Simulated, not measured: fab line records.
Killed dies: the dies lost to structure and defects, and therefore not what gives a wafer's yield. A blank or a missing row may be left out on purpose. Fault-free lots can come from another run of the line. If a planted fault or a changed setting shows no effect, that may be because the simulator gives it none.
Matching of chambers ; flow berkeley cmos170 ; 4 sister chambers for UCB170_M2_ETCH_17 on rie diel-02
The step etches BARC in N2/H2. 7 wafers are shown with their chamber, then 7 later ones without.

EACH WAFER AND ITS CHAMBER
wafer;chamber;drypump motor current A (A);throttle valve pct (%)
L831.5;3;5.6;13.43
L837.6;1;5.6;13.29
L846.1;2;6.4;13.36
L846.2;1;5.5;13.28
L846.4;0;5.9;13.30
L845.2;2;6.4;13.35
L845.4;3;5.5;13.38

WAFERS WITHOUT THEIR CHAMBER
wafer;drypump motor current A (A);throttle valve pct (%)
L845.5;5.5;13.26
L848.3;6.4;13.36
L848.5;5.9;13.31
L848.6;5.5;13.39
L851.2;5.6;13.29
L851.3;5.9;13.31
L851.6;6.4;13.35

WHICH CHAMBER EACH ONE RAN IN
wafer;from the rows above;in truth
L845.5;1;1
L848.3;2;2
L848.5;0;0
L848.6;3;3
L851.2;1;1
L851.3;0;0
L851.6;2;2
Correct placement for 7 of the 7. Number that these rows cannot place: 0. Number placed wrongly: 0.
How it was worked out, from the rows above alone: a wafer's distance from a chamber is the root of the sum, over the readings, of the square of ((its reading less the chamber's mean) divided by the reading's scatter). If the next closest chamber is less than 2 further off than the closest, the wafer can't be placed; otherwise it belongs to the closest. A chamber's mean is the mean of its shown wafers. The scatter: take each reading less its chamber's mean, square it, sum over the shown wafers, divide by the number of wafers less the number of chambers, and take the root.
